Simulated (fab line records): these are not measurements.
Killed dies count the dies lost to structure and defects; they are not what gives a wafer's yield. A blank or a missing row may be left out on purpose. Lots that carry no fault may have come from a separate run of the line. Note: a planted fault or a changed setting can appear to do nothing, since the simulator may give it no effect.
fab line records ; flow berkeleyCmos170
record: lots: 15; wafers: 45; lastDay: 13
route steps=331 shown WELLDRIVE@57 PLDD@152 NLDD@168 PSD@182
lots that met no fault: taken from a fault-free run of the same line
startH: hours from the record's opening day to when the first of the lot's shown wafers began ; waitH: time in hours since the lot's previous step ; " the same as in the row above ; L1.1+2: one row covering several wafers at once ; - either no value or no given start ; * or withheld: withheld ; < > ~ a bound
route shown NAME@n: names a module that has steps shown in the file, with the first one's number in the route ; usual: average and standard deviation across the fault-free wafers ; same: alike in all rows ; chamber/n: place in a boat ; sites: readings site by site ; _std_site: the standard deviation of these ; _edge_site: outer sites' mean less inner sites' ; radiusMm: for every site, how far away it sits from the centre of the wafer ; mask NAME#n: copy n ; behind: tool/chamber where the wafer was last shaped ; hold: the reason the lot was held/the length of the hold in hours/how it ended ; device: which transistor (n, p or np) failed to switch ; end of line: the same wafers' tests at the end of the route ; a step with no rows: only its recipe ; killed: not the wafer's yield, but the dies lost to structure and defects at the first sort ; map: a wafer's dies, x killed, . not, _ none there
set.NAME: the setting that was run; set.NAME@STEP: the one run at that earlier step ; model.NAME: the simulator's own value behind a step, which no gauge read
one table for each step of the route and one row for each wafer, over a sample of lots
services: when a tool's chamber went out of use (startH, in hours from the record's first day, below 0 if earlier), for how many hours, and the reason
== steps ==
step: UCB170_WELLDRIVE_THK_MEAS_02
recipe: reads: SiO2_of_WELLDRIVE_OXIDATION_01
usual: WELLDRIVE_OXIDE_THK: 200/3.5
lot.wafer;tool;chamber;startH;waitH;WELLDRIVE_OXIDE_THK[nm]
L698.1;filmMetro-04;-;89.24;0.0;209
L698.5;filmMetro-04;-;89.24;0.0;204
L698.6;filmMetro-04;-;89.24;0.0;205
L697.2;filmMetro-02;-;89.25;0.0;198
L697.3;filmMetro-02;-;89.25;0.0;199
L697.5;filmMetro-02;-;89.25;0.0;199
L700.4;filmMetro-02;-;97.12;0.0;202
L700.5;filmMetro-02;-;97.12;0.0;205
L700.6;filmMetro-02;-;97.12;0.0;203
L701.2;filmMetro-04;-;104.70;0.0;208
L701.4;filmMetro-04;-;104.70;0.0;203
L701.5;filmMetro-04;-;104.70;0.0;206
L703.1;filmMetro-02;-;113.11;0.0;199
L703.2;filmMetro-02;-;113.11;0.0;199
L703.3;filmMetro-02;-;113.11;0.0;197
L704.1;filmMetro-03;-;113.11;0.0;198
L704.3;filmMetro-03;-;113.11;0.0;200
L704.5;filmMetro-03;-;113.11;0.0;198
L702.4;filmMetro-04;-;113.14;0.0;197
L702.5;filmMetro-04;-;113.14;0.0;197
L702.6;filmMetro-04;-;113.14;0.0;202
L706.2;filmMetro-03;-;121.82;0.0;196
L706.3;filmMetro-03;-;121.82;0.0;195
L706.6;filmMetro-03;-;121.82;0.0;199
L711.2;filmMetro-04;-;151.55;0.0;195
L711.3;filmMetro-04;-;151.55;0.0;195
L711.4;filmMetro-04;-;151.55;0.0;196
L712.2;filmMetro-04;-;157.19;0.0;198
L712.4;filmMetro-04;-;157.19;0.0;199
L712.5;filmMetro-04;-;157.19;0.0;201
L714.3;filmMetro-02;-;169.18;0.0;194
L714.5;filmMetro-02;-;169.18;0.0;198
L714.6;filmMetro-02;-;169.18;0.0;199
L715.1;filmMetro-03;-;180.86;0.0;195
L715.4;filmMetro-03;-;180.86;0.0;199
L715.5;filmMetro-03;-;180.86;0.0;200
L716.1;filmMetro-02;-;180.86;0.0;202
L716.2;filmMetro-02;-;180.86;0.0;201
L716.3;filmMetro-02;-;180.86;0.0;203
L717.1;filmMetro-04;-;180.86;0.0;203
L717.3;filmMetro-04;-;180.86;0.0;204
L717.5;filmMetro-04;-;180.86;0.0;199
L718.2;filmMetro-03;-;180.93;0.1;200
L718.5;filmMetro-03;-;180.93;0.1;205
L718.6;filmMetro-03;-;180.93;0.1;206
step: UCB170_PLDD_OVL_MEAS_07
usual: PLDD_OVL: 2/5.6
lot.wafer;tool;chamber;startH;waitH;PLDD_OVL[nm]
L697.2;overlay-02;-;171.95;0.1;11
L697.3;overlay-02;-;171.95;0.1;-1
L697.5;overlay-02;-;171.95;0.1;5
L698.1;overlay-01;-;172.05;0.1;11
L698.5;overlay-01;-;172.05;0.1;6
L698.6;overlay-01;-;172.05;0.1;11
L700.4;overlay-01;-;180.99;0.1;6
L700.5;overlay-01;-;180.99;0.1;7
L700.6;overlay-01;-;180.99;0.1;4
L701.2;overlay-01;-;192.30;0.1;6
L701.4;overlay-01;-;192.30;0.1;2
L701.5;overlay-01;-;192.30;0.1;6
L703.1;overlay-02;-;197.72;0.1;11
L703.2;overlay-02;-;197.72;0.1;5
L703.3;overlay-02;-;197.72;0.1;9
L704.1;overlay-01;-;197.80;0.1;-2
L704.3;overlay-01;-;197.80;0.1;-10
L704.5;overlay-01;-;197.80;0.1;-6
L702.4;overlay-02;-;197.89;0.1;13
L702.5;overlay-02;-;197.89;0.1;10
L702.6;overlay-02;-;197.89;0.1;6
L706.2;overlay-02;-;209.22;0.1;9
L706.3;overlay-02;-;209.22;0.1;-4
L706.6;overlay-02;-;209.22;0.1;5
L712.2;overlay-02;-;226.47;0.1;10
L712.4;overlay-02;-;226.47;0.1;12
L712.5;overlay-02;-;226.47;0.1;4
L711.2;overlay-01;-;227.31;0.1;-7
L711.3;overlay-01;-;227.31;0.1;-1
L711.4;overlay-01;-;227.31;0.1;-11
L714.3;overlay-02;-;238.55;0.1;2
L714.5;overlay-02;-;238.55;0.1;2
L714.6;overlay-02;-;238.55;0.1;5
L715.1;overlay-02;-;257.10;0.1;5
L715.4;overlay-02;-;257.10;0.1;1
L715.5;overlay-02;-;257.10;0.1;5
L717.1;overlay-01;-;257.88;0.1;3
L717.3;overlay-01;-;257.88;0.1;5
L717.5;overlay-01;-;257.88;0.1;2
L716.1;overlay-01;-;258.37;0.1;-4
L716.2;overlay-01;-;258.37;0.1;-1
L716.3;overlay-01;-;258.37;0.1;1
L718.2;overlay-01;-;259.38;0.1;-3
L718.5;overlay-01;-;259.38;0.1;2
L718.6;overlay-01;-;259.38;0.1;-4
step: UCB170_NLDD_STRIP_10
recipe: chemistry: O2; powerW: 400; pressureMtorr: 3500; platenTempC: withheld; o2FlowSccm: 400; overashFraction: 0.5
usual: chamberPressureMTorr: 3500/3.2; drypumpMotorCurrentA: 6.0/0.53; oesProductAu: 0.734/0.0044; stripTimeToEndpointS: 21.62/0.066
lot.wafer;tool;chamber;startH;waitH;chamberPressureMTorr;drypumpMotorCurrentA;oesProductAu;rfHoursCounterH;stripTimeToEndpointS
L697.2;plasmaAsher-03;0;175.73;0.1;3501;6.7;0.726;44;21.66
L697.3;plasmaAsher-03;1;175.73;0.1;3502;5.4;0.736;-;21.65
L697.5;plasmaAsher-03;0;175.73;0.1;3498;6.7;0.731;-;21.65
L698.1;plasmaAsher-01;1;176.00;0.1;3500;6.2;0.730;47;21.56
L698.5;plasmaAsher-01;0;176.00;0.1;3499;6.2;0.739;-;21.64
L698.6;plasmaAsher-01;1;176.00;0.1;3499;6.2;0.730;-;21.63
L700.4;plasmaAsher-02;0;183.12;0.1;3499;4.9;0.735;-;21.73
L700.5;plasmaAsher-02;0;183.12;0.1;3501;4.9;0.734;-;21.76
L700.6;plasmaAsher-02;1;183.12;0.1;3500;5.7;0.731;-;21.69
L701.2;plasmaAsher-02;0;194.93;0.1;3503;4.9;0.734;42;21.71
L701.4;plasmaAsher-02;1;194.93;0.1;3495;5.7;0.741;-;21.71
L701.5;plasmaAsher-02;0;194.93;0.1;3500;4.9;0.727;-;21.63
L703.1;plasmaAsher-03;0;200.16;0.1;3496;6.7;0.739;46;21.53
L703.2;plasmaAsher-03;1;200.16;0.1;3505;5.5;0.737;46;21.53
L703.3;plasmaAsher-03;1;200.16;0.1;3498;5.5;0.745;-;21.50
L704.1;plasmaAsher-01;1;200.74;0.1;-;-;-;-;-
L704.3;plasmaAsher-01;0;200.74;0.1;-;-;-;-;-
L704.5;plasmaAsher-01;1;200.74;0.1;-;-;-;-;-
L702.4;plasmaAsher-01;0;201.33;0.1;-;-;-;-;-
L702.5;plasmaAsher-01;0;201.33;0.1;-;-;-;-;-
L702.6;plasmaAsher-01;1;201.33;0.1;-;-;-;-;-
L706.2;plasmaAsher-03;0;213.01;0.1;-;-;-;-;-
L706.3;plasmaAsher-03;1;213.01;0.1;-;-;-;-;-
L706.6;plasmaAsher-03;0;213.01;0.1;-;-;-;-;-
L712.2;plasmaAsher-01;0;228.43;0.1;3499;6.2;0.734;54;21.63
L712.4;plasmaAsher-01;0;228.43;0.1;3502;6.2;0.736;-;21.68
L712.5;plasmaAsher-01;1;228.43;0.1;3499;6.2;0.734;-;21.70
L711.2;plasmaAsher-01;0;233.20;0.1;3500;6.2;0.734;54;21.52
L711.3;plasmaAsher-01;1;233.20;0.1;3499;6.2;0.741;-;21.56
L711.4;plasmaAsher-01;0;233.20;0.1;3497;6.2;0.735;-;21.50
L714.3;plasmaAsher-03;0;242.06;0.1;3501;6.7;0.740;-;21.54
L714.5;plasmaAsher-03;0;242.06;0.1;3501;6.7;0.735;-;21.50
L714.6;plasmaAsher-03;1;242.06;0.1;3500;5.4;0.724;-;21.50
L715.1;plasmaAsher-02;0;260.88;0.1;3499;4.9;0.731;49;21.65
L715.4;plasmaAsher-02;0;260.88;0.1;3494;4.9;0.728;-;21.61
L715.5;plasmaAsher-02;1;260.88;0.1;3494;5.7;0.734;-;21.62
L717.1;plasmaAsher-03;1;261.43;0.1;3500;5.4;0.734;56;21.59
L717.3;plasmaAsher-03;0;261.43;0.1;3500;6.7;0.733;-;21.47
L717.5;plasmaAsher-03;1;261.43;0.1;3497;5.4;0.737;-;21.57
L716.1;plasmaAsher-03;0;261.71;0.1;3501;6.7;0.735;56;21.65
L716.2;plasmaAsher-03;1;261.71;0.1;3498;5.5;0.739;56;21.65
L716.3;plasmaAsher-03;0;261.71;0.1;3499;6.7;0.729;-;21.68
L718.2;plasmaAsher-02;1;262.25;0.1;3497;5.7;0.735;49;21.63
L718.5;plasmaAsher-02;0;262.25;0.1;3505;4.9;0.727;-;21.60
L718.6;plasmaAsher-02;1;262.25;0.1;3499;5.7;0.728;-;21.64
step: UCB170_PSD_OVL_MEAS_07
usual: PSD_OVL: -1/5.9
lot.wafer;tool;chamber;startH;waitH;PSD_OVL[nm]
L697.2;overlay-02;-;183.89;0.1;0
L697.3;overlay-02;-;183.89;0.1;0
L697.5;overlay-02;-;183.89;0.1;2
L698.1;overlay-01;-;184.16;0.1;6
L698.5;overlay-01;-;184.16;0.1;-1
L698.6;overlay-01;-;184.16;0.1;4
L700.4;overlay-01;-;191.44;0.1;7
L700.5;overlay-01;-;191.44;0.1;4
L700.6;overlay-01;-;191.44;0.1;5
L701.2;overlay-02;-;202.27;0.1;2
L701.4;overlay-02;-;202.27;0.1;8
L701.5;overlay-02;-;202.27;0.1;7
L703.1;overlay-02;-;206.68;0.1;0
L703.2;overlay-02;-;206.68;0.1;-8
L703.3;overlay-02;-;206.68;0.1;-3
L704.1;overlay-01;-;207.60;0.1;0
L704.3;overlay-01;-;207.60;0.1;1
L704.5;overlay-01;-;207.60;0.1;-5
L702.4;overlay-01;-;208.25;0.1;-4
L702.5;overlay-01;-;208.25;0.1;-12
L702.6;overlay-01;-;208.25;0.1;-2
L706.2;overlay-01;-;219.61;0.1;-3
L706.3;overlay-01;-;219.61;0.1;-7
L706.6;overlay-01;-;219.61;0.1;-2
L712.2;overlay-02;-;234.87;0.1;2
L712.4;overlay-02;-;234.87;0.1;4
L712.5;overlay-02;-;234.87;0.1;-2
L711.2;overlay-01;-;241.02;0.1;-5
L711.3;overlay-01;-;241.02;0.1;2
L711.4;overlay-01;-;241.02;0.1;-4
L714.3;overlay-01;-;250.21;0.1;-9
L714.5;overlay-01;-;250.21;0.1;6
L714.6;overlay-01;-;250.21;0.1;0
L717.1;overlay-01;-;273.04;0.1;0
L717.3;overlay-01;-;273.04;0.1;3
L717.5;overlay-01;-;273.04;0.1;0
L715.1;overlay-02;-;273.18;0.1;-2
L715.4;overlay-02;-;273.18;0.1;1
L715.5;overlay-02;-;273.18;0.1;-2
L716.1;overlay-01;-;273.30;0.1;0
L716.2;overlay-01;-;273.30;0.1;0
L716.3;overlay-01;-;273.30;0.1;-2
L718.2;overlay-02;-;273.44;0.1;3
L718.5;overlay-02;-;273.44;0.1;1
L718.6;overlay-02;-;273.44;0.1;-3
step: UCB170_PSD_STRIP_09
recipe: chemistry: O2; powerW: 400; pressureMtorr: 3500; platenTempC: withheld; o2FlowSccm: 400; overashFraction: 0.5
usual: chamberPressureMTorr: 3500/3; drypumpMotorCurrentA: 5.5/0.49; oesProductAu: 0.600/0.0046; stripTimeToEndpointS: 29.38/0.089
lot.wafer;tool;chamber;startH;waitH;chamberPressureMTorr;drypumpMotorCurrentA;oesProductAu;rfHoursCounterH;stripTimeToEndpointS
L697.2;plasmaAsher-02;0;184.07;0.1;3505;4.9;0.602;41;29.24
L697.3;plasmaAsher-02;0;184.07;0.1;3497;4.9;0.600;-;29.21
L697.5;plasmaAsher-02;0;184.07;0.1;3500;4.9;0.604;-;29.29
L698.1;plasmaAsher-04;0;184.35;0.1;3493;5.2;0.605;6;29.41
L698.5;plasmaAsher-04;0;184.35;0.1;3500;5.2;0.601;-;29.44
L698.6;plasmaAsher-04;1;184.35;0.1;3500;5.8;0.608;-;29.52
L700.4;plasmaAsher-04;0;191.64;0.1;3498;5.2;0.600;-;29.49
L700.5;plasmaAsher-04;0;191.64;0.1;3503;5.2;0.594;-;29.43
L700.6;plasmaAsher-04;1;191.64;0.1;3498;5.7;0.589;-;29.45
L701.2;plasmaAsher-04;1;202.45;0.1;3500;5.8;0.601;9;29.48
L701.4;plasmaAsher-04;1;202.45;0.1;3500;5.7;0.598;-;29.39
L701.5;plasmaAsher-04;1;202.45;0.1;3501;5.8;0.603;-;29.31
L703.1;plasmaAsher-02;1;206.87;0.1;3503;5.6;0.601;43;29.52
L703.2;plasmaAsher-02;0;206.87;0.1;3502;4.9;0.611;43;29.47
L703.3;plasmaAsher-02;1;206.87;0.1;3501;5.7;0.597;-;29.49
L704.1;plasmaAsher-02;1;207.78;0.1;3505;5.7;0.662;44;55.69
L704.3;plasmaAsher-02;0;207.78;0.1;3498;4.9;0.670;-;55.68
L704.5;plasmaAsher-02;1;207.78;0.1;3502;5.6;0.672;-;55.78
L702.4;plasmaAsher-04;1;208.45;0.1;3494;5.7;0.676;-;55.62
L702.5;plasmaAsher-04;0;208.45;0.1;3504;5.2;0.667;-;55.71
L702.6;plasmaAsher-04;1;208.45;0.1;3503;5.8;0.674;-;55.66
L706.2;plasmaAsher-03;0;219.79;0.1;3501;6.7;0.664;49;55.84
L706.3;plasmaAsher-03;0;219.79;0.1;3500;6.7;0.661;-;55.76
L706.6;plasmaAsher-03;0;219.79;0.1;3494;6.7;0.673;-;55.75
L712.2;plasmaAsher-04;0;235.05;0.1;3502;5.2;0.609;13;29.24
L712.4;plasmaAsher-04;1;235.05;0.1;3505;5.8;0.606;-;29.34
L712.5;plasmaAsher-04;1;235.05;0.1;3504;5.8;0.595;-;29.29
L711.2;plasmaAsher-02;1;241.20;0.1;3502;5.7;0.603;46;29.35
L711.3;plasmaAsher-02;0;241.20;0.1;3500;4.9;0.606;-;29.25
L711.4;plasmaAsher-02;1;241.20;0.1;3495;5.7;0.604;-;29.37
L714.3;plasmaAsher-03;0;250.41;0.1;3502;6.7;0.602;-;29.37
L714.5;plasmaAsher-03;0;250.41;0.1;3499;6.7;0.604;-;29.42
L714.6;plasmaAsher-03;1;250.41;0.1;3506;5.4;0.605;-;29.35
L717.1;plasmaAsher-04;0;273.23;0.1;3503;5.2;0.596;19;29.33
L717.3;plasmaAsher-04;0;273.23;0.1;3501;5.1;0.600;-;29.44
L717.5;plasmaAsher-04;1;273.23;0.1;3498;5.8;0.601;-;29.35
L715.1;plasmaAsher-03;0;273.36;0.1;3499;6.7;0.603;57;29.34
L715.4;plasmaAsher-03;1;273.36;0.1;3501;5.4;0.600;-;29.38
L715.5;plasmaAsher-03;0;273.36;0.1;3502;6.7;0.599;-;29.33
L716.1;plasmaAsher-02;0;273.48;0.1;3503;4.9;0.606;50;29.34
L716.2;plasmaAsher-02;1;273.48;0.1;3498;5.6;0.598;50;29.39
L716.3;plasmaAsher-02;1;273.48;0.1;3501;5.7;0.604;-;29.30
L718.2;plasmaAsher-04;0;273.62;0.1;3495;5.2;0.596;19;29.25
L718.5;plasmaAsher-04;0;273.62;0.1;3493;5.1;0.596;-;29.35
L718.6;plasmaAsher-04;1;273.62;0.1;3497;5.7;0.591;-;29.34
step: UCB170_PSD_TW_MEAS_10
usual: PSD_TW: 2323/26
lot.wafer;tool;chamber;startH;waitH;PSD_TW
L697.2;filmMetro-01;-;184.18;0.1;2308
L697.3;filmMetro-01;-;184.18;0.1;2310
L697.5;filmMetro-01;-;184.18;0.1;2327
L698.1;filmMetro-01;-;184.45;0.1;2323
L698.5;filmMetro-01;-;184.45;0.1;2323
L698.6;filmMetro-01;-;184.45;0.1;2327
L700.4;filmMetro-03;-;191.74;0.1;2290
L700.5;filmMetro-03;-;191.74;0.1;2287
L700.6;filmMetro-03;-;191.74;0.1;2289
L701.2;filmMetro-01;-;202.56;0.1;2306
L701.4;filmMetro-01;-;202.56;0.1;2304
L701.5;filmMetro-01;-;202.56;0.1;2313
L703.1;filmMetro-03;-;206.97;0.1;2290
L703.2;filmMetro-03;-;206.97;0.1;2306
L703.3;filmMetro-03;-;206.97;0.1;2309
L704.1;filmMetro-02;-;207.88;0.1;30
L704.3;filmMetro-02;-;207.88;0.1;30
L704.5;filmMetro-02;-;207.88;0.1;30
L702.4;filmMetro-01;-;208.55;0.1;30
L702.5;filmMetro-01;-;208.55;0.1;30
L702.6;filmMetro-01;-;208.55;0.1;29
L706.2;filmMetro-02;-;219.90;0.1;30
L706.3;filmMetro-02;-;219.90;0.1;30
L706.6;filmMetro-02;-;219.90;0.1;30
L712.2;filmMetro-02;-;235.16;0.1;2350
L712.4;filmMetro-02;-;235.16;0.1;2340
L712.5;filmMetro-02;-;235.16;0.1;2358
L711.2;filmMetro-03;-;241.35;0.1;2292
L711.3;filmMetro-03;-;241.35;0.1;2289
L711.4;filmMetro-03;-;241.35;0.1;2290
L714.3;filmMetro-02;-;250.50;0.1;2343
L714.5;filmMetro-02;-;250.50;0.1;2350
L714.6;filmMetro-02;-;250.50;0.1;2354
L717.1;filmMetro-03;-;273.33;0.1;2289
L717.3;filmMetro-03;-;273.33;0.1;2278
L717.5;filmMetro-03;-;273.33;0.1;2274
L715.1;filmMetro-01;-;273.46;0.1;2292
L715.4;filmMetro-01;-;273.46;0.1;2308
L715.5;filmMetro-01;-;273.46;0.1;2314
L716.1;filmMetro-02;-;273.58;0.1;2331
L716.2;filmMetro-02;-;273.58;0.1;2352
L716.3;filmMetro-02;-;273.58;0.1;2347
L718.2;filmMetro-03;-;273.73;0.1;2276
L718.5;filmMetro-03;-;273.73;0.1;2275
L718.6;filmMetro-03;-;273.73;0.1;2272
== services ==
tool;chamber;startH;hours;kind
plasmaAsher-02;-;174.57;2.8;pm
plasmaAsher-03;-;189.58;5.7;repair
plasmaAsher-02;-;219.86;14.0;repair
plasmaAsher-02;-;245.80;3.8;pm
plasmaAsher-01;-;257.01;23.7;repair
plasmaAsher-01;-;262.05;2.0;repair
== key ==
firstSign: step: UCB170_NLDD_STRIP_10; reading: toolRecord; direction: missing
effect: step: UCB170_PSD_STRIP_09; reading: stripTimeToEndpointS; direction: up; sigmas: 99+; usual: *; struck: *
effect: step: UCB170_PSD_TW_MEAS_10; reading: PSD_TW; direction: down; sigmas: 88; usual: 2323; struck: 30
metAt UCB170_NLDD_STRIP_10
struckLots L702,L704,L706
sortLeftOut L702.4,L702.5,L702.6,L704.1,L704.3,L704.5,L706.2,L706.3,L706.6
testerLeftOut L702,L704,L706
notActingAt UCB170_WELLDRIVE_THK_MEAS_02,UCB170_PLDD_OVL_MEAS_07,UCB170_PSD_OVL_MEAS_07
onsetBetween 200.16 200.74
fault: kind: skippedStepWhole; tool: plasmaAsher-01,plasmaAsher-03; chamber: -; onsetH: 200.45; steps: UCB170_NLDD_STRIP_10; scope: struckLotsOnly
testerLeftOut: of these lots the tester's yield and bins aren't shown, on N5 and GAA mostly nor the transistor test; their killed dies are dies lost to structure and defects alone, not to doping, threshold or leakage, so they don't give the yield
sortLeftOut: the simulated sort isn't trusted on such a fault, so these wafers' sort isn't shown, and their yield isn't known
